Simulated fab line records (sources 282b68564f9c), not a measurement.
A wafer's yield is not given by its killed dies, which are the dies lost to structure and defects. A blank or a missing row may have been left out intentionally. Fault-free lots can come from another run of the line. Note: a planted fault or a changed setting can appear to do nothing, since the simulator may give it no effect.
The same fault as seen by 2 desks | flow rit_cmos | numbers are kept per desk, each desk with only its own; the story behind them comes last

== METROLOGY DESK ==
Means of the sampled wafers that have a number, per lot and without regard to the tool the lot ran on: this is what the gauges read. Any lot whose mean is over 4 standard deviations away from the usual mean is out of limits and marked OUT; that distance is given in the brackets.
Columns: A = FOX1_OXIDE_THK at RIT_FOX1_THK_MEAS_01, usual 349 nm; B = PWELL_OVL at RIT_PWELL_OVL_MEAS_06, usual 0.2 nm; C = NWELL_RS at RIT_WELLDRIVE_RS_MEAS_01, usual 275.2 ohm/sq
lot  | first seen here | A   | B    | C
L683 | day 1 19:03     | 354 | -0.6 | 275.5
L684 | day 2 01:32     | 340 | -1.5 | 274.8
L685 | day 2 06:27     | 343 | -0.0 | 275.1
L686 | day 2 09:07     | 349 | -0.5 | 275.9
L687 | day 2 14:58     | 363 | 2.2  | 275.0
L689 | day 3 01:43     | 350 | -1.1 | 274.4
L690 | day 3 05:09     | 344 | 0.8  | 274.7
L696 | day 4 11:15     | 360 | -0.4 | 275.0
L697 | day 4 16:17     | 350 | 2.6  | 275.2
L698 | day 4 22:42     | 344 | -0.5 | 273.9
L699 | day 5 03:48     | 347 | -0.7 | 275.5
L700 | day 5 07:40     | 343 | 1.1  | 275.4
L701 | day 5 12:58     | 348 | 1.1  | 275.4
L706 | day 6 13:43     | 346 | 1.0  | 274.4
This desk's verdict: no lot among the 14 shows anything out of limits.

== FOR THE TOOL OWNER'S DESK: iline_stepper-01 ==
The tool's own readings at RIT_NRETRO_EXPOSE_03 (exposes mask M4, target cd 43900 nm): means of the sampled wafers that have a number, for each lot that ran on this tool. Any lot whose mean is over 4 standard deviations away from the usual mean is out of limits and marked OUT; that distance is given in the brackets.
Columns: A = exposure_dose_mJ_cm2 at RIT_NRETRO_EXPOSE_03, usual 250.01; B = focus_offset_nm at RIT_NRETRO_EXPOSE_03, usual 0.0 nm
lot  | first seen here | A      | B
L683 | day 2 08:26     | 250.08 | 0.3
L685 | day 2 20:31     | 250.36 | -0.3
L686 | day 2 21:02     | 250.04 | 0.7
L690 | day 3 17:05     | 250.21 | 0.0
L696 | day 4 23:52     | 249.88 | 0.2
L700 | day 5 19:20     | 249.79 | 0.2
L701 | day 6 01:37     | 250.25 | -0.5
This desk's verdict: no lot among the 7 shows anything out of limits.

== TAKEN TOGETHER ==
Metrology desk: nothing out of limits seen.
Nothing out of limits was seen by the tool owner's desk.

== WHAT THE SIMULATOR HAD PUT IN ==
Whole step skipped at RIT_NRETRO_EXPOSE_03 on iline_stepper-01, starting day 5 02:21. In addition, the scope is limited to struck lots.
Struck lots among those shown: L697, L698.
